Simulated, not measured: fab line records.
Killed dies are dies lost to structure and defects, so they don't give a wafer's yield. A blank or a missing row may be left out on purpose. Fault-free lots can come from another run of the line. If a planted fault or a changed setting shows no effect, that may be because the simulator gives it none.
A struck lot beside a sound one    flow berkeleyCmos170    15 steps out of a route of 331
Sound: the wafers L427.2, L427.5, L427.6. The struck wafers were L424.1, L424.4, L424.5. The cause is named last.
Each step with rows lists, per side, the tool, then ch with its chambers, then its first start. Under that, the readings that differ: sound wafers    struck wafers    difference of the means    sigmas: that difference in standard deviations of wafers without a fault.
alike: readings whose means differ by less than 2 such deviations, and words and numbers that are the same on both sides. not compared: withheld readings, readings that some wafer has no value for, bounds like >300 that may hide the same value, and numbers for which the record gives no deviation and whose values overlap.
Wherever a step has rows on one side only, a row that says differs or no value, or a row with sigmas, the two part there. Numbers that have no deviation but don't overlap get no sigmas and don't part them. Lack of a reading on every wafer of one side parts them only where that side has two or more wafers.

first, 1 step without rows for these wafers: UCB170_GATE_CVD_04 (deposits poly-Si from SiH4, time 1440 s, target thk 214 nm).
UCB170_GATE_THK_MEAS_05:
  sound on filmMetro-03, day 11 01:05; struck on filmMetro-04, day 11 01:04
  alike: GATE_POLY_THK
then, 6 steps without rows for these wafers: UCB170_GATE_COAT_06; UCB170_GATE_COAT_07 (resist thk 900 nm); UCB170_GATE_SOFTBAKE_08 (time 60 s); UCB170_GATE_EXPOSE_09 (exposes mask POLY, target cd 350 nm); UCB170_GATE_PEB_10; UCB170_GATE_DEVELOP_11 (develop time 45 s).
UCB170_GATE_CD_MEAS_12: target cd 350 nm.
  sound on cdSem-02, day 11 03:20; struck on cdSem-02, day 11 02:46
  alike: cdNm
UCB170_GATE_OVL_MEAS_13:
  sound on overlay-02, day 11 03:26; struck on overlay-02, day 11 02:53
  alike: GATE_OVL
UCB170_GATE_ETCH_14: etches BARC in N2/H2.
  sound on rieDiel-04 ch 1,2, day 11 03:28; struck on rieDiel-03 ch 1,2, day 11 02:55
reading               sound              struck             difference  sigmas
throttleValvePct (%)  13.21 13.12 13.22  13.63 13.50 13.63  +0.40       +2
  alike: drypumpMotorCurrentA, oesProductAu
UCB170_GATE_ETCH_15: etches poly-Si in HBr/Cl2, stops on SiO2, time 56.3 s, target depth 278.2 nm.
  sound on rieSi-01 ch 0,3, day 11 03:31; struck on rieSi-02 ch 0,3, day 11 02:58
  alike: drypumpMotorCurrentA, oesProductAu, throttleValvePct
  not compared: rfHoursCounterH
UCB170_GATE_STRIP_16: strips in O2.
  sound on plasmaAsher-03 ch 0,1, day 11 03:34; struck on plasmaAsher-03 ch 1, day 11 03:01
  no value came back on the struck wafers for chamberPressureMTorr (mTorr), drypumpMotorCurrentA (A), oesProductAu (a.u.); on the sound wafers chamberPressureMTorr (mTorr) reads 3497 3501 3507
reading                               sound  struck             difference  sigmas
model.KrF_of_GATE_COAT_07.thkNm (nm)  0 0 0  775.8 779.5 777.1  +777.5      
  not compared: rfHoursCounterH
UCB170_GATE_CD_MEAS_90: target cd 350 nm.
  sound on cdSem-01, day 11 03:41; struck on cdSem-01, day 11 03:07
  alike: cdNm
UCB170_M3_PROBE_99:
  record: rows for the struck wafers here (prober-02, day 12 20:11), none for the sound ones

## WHERE THEY PART
At UCB170_GATE_ETCH_14 first; at UCB170_M3_PROBE_99 last (within this record only).

WHY: what the simulator had put in
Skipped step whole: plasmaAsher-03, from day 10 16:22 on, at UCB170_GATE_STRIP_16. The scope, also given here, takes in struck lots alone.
